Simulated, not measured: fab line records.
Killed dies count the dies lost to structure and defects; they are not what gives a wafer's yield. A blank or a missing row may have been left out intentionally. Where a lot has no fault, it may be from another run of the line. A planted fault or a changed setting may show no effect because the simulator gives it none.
Split-lot trial	flow berkeley_cmos170	5 lots, 23 wafers read, on a route of 331 steps

== ABOUT THE SPLIT ==
At UCB170_V1_COAT_07 (resist thk 900 nm), the setting resist_thk_nm was moved away from the recipe's 900 nm on 10 of the 23 wafers read, by -5.9% to +3.8%. For the rest of the wafers, this setting stayed at what the recipe calls for.

== FROM THE SPLIT TO THE READING: what the file shows between them, 3 steps ==
- UCB170_V1_PEB_10 (also split here: peb_temp_c)
- UCB170_V1_DEVELOP_11: develop time 45 s
- UCB170_V1_CD_MEAS_12: target cd 700 nm

== THE READING ==
KrF_of_V1_COAT_07.thk_nm (the simulator's own value, which no gauge read), in nm, at UCB170_V1_ETCH_14 (etches SiO2 in CHF3/CF4/Ar, stops on Al, target depth 1250 nm, time 291 s). The file gives no usual value for it. Across the 13 wafers here that went through the recipe, the average is 610.7 nm and the standard deviation 5.6 nm.

wafer	tool, chamber at the split	resist_thk_nm as run, nm	against the recipe	KrF_of_V1_COAT_07.thk_nm, nm	against lot-mates on the recipe
L074.1	litho_track-04, 0	900	recipe	613.1	-
L074.2	litho_track-04, 0	847.1	-5.9%	554.7	-56.5
L074.4	litho_track-04, 0	847.1	-5.9%	555.4	-55.8
L074.5	litho_track-04, 0	900	recipe	609.3	-
L074.6	litho_track-04, 0	847.1	-5.9%	562	-49.2
L077.2	litho_track-04, 0	876.7	-2.6%	595.7	-23.1
L077.3	litho_track-04, 0	876.7	-2.6%	593.7	-25.1
L077.4	litho_track-04, 0	900	recipe	618.5	-
L077.5	litho_track-04, 0	900	recipe	619.2	-
L077.6	litho_track-04, 0	876.7	-2.6%	594.4	-24.5
L080.1	litho_track-02, 0	900	recipe	603.8	-
L080.2	litho_track-02, 0	933.8	+3.8%	643.5	+37.8
L080.3	litho_track-02, 0	900	recipe	607.8	-
L080.5	litho_track-02, 0	933.8	+3.8%	638.8	+33.1
L080.6	litho_track-02, 0	900	recipe	605.6	-
L081.1	litho_track-01, 0	867.9	-3.6%	573.5	-31.3
L081.2	litho_track-01, 0	900	recipe	603.7	-
L081.4	litho_track-01, 0	900	recipe	606.6	-
L081.5	litho_track-01, 0	867.9	-3.6%	579.6	-25.2
L081.6	litho_track-01, 0	900	recipe	604.1	-
L082.2	litho_track-02, 0	900	recipe	616.7	-
L082.4	litho_track-02, 0	900	recipe	613.6	-
L082.5	litho_track-02, 0	900	recipe	616.6	-

THE FIT
A straight line over all 23 wafers: KrF_of_V1_COAT_07.thk_nm changes by +8.67 nm for each +1% of resist_thk_nm; r = +0.97; the points scatter about the line by 5.5 nm.
The same after taking each lot's own level away (the mean of its wafers on the recipe; 23 wafers): +9.09 nm for each +1%; r = +0.99; scatter 2.5 nm.
The reading moves by 53 nm for the largest change in resist_thk_nm, on that fit.
The span of the lots' own levels, 604.80 to 618.85 nm, comes to 2.5 times the standard deviation stated above.
The two slopes agree, so the slope changes little with the lot-to-lot level.
Check: for one of the wafers moved furthest among these (-5.9%), held out of the fit, the line's prediction against its lot-mates is -52.3 nm. Against them it came out at -56.5 nm.

== OTHER SPLITS APPLIED TO THESE WAFERS ==
Note: prior to the reading, these wafers also went through further splits. Each is held against what the fit with the lots' levels taken away leaves over:
other split on the same wafers	wafers away from the commonest value	r with KrF_of_V1_COAT_07.thk_nm (lot level and that fit taken away)
UCB170_CONTACT_COAT_10 resist_thk_nm	8	+0.21
UCB170_CONTACT_SOFTBAKE_11 time_s	6	-0.07
UCB170_M1_SPUTTER_00 power_w	7	+0.30
UCB170_V1_PEB_10 peb_temp_c	7	-0.44

== THE WHOLE CHAIN: every reading that the file lists as answering this split, in the file's order ==
step	what it does	reading	change (the file's fit)	r (the file's)
UCB170_V1_COAT_07	resist thk 900 nm	KrF_of_V1_COAT_07.thk_nm (the simulator's own value, which no gauge read)	+8.65 nm for each +1% of the setting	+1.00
UCB170_V1_ETCH_14	etches SiO2 in CHF3/CF4/Ar, stops on Al, target depth 1250 nm, time 291 s	KrF_of_V1_COAT_07.thk_nm (the simulator's own value, which no gauge read)	+9 nm for each +1% of the setting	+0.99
UCB170_V1_STRIP_15	strips in O2	strip_time_to_endpoint_s	withheld for each +1% of the setting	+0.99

== THE FILE'S OWN FIT ==
KrF_of_V1_COAT_07.thk_nm changes by +9 nm for each +1% of resist_thk_nm, r = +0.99.
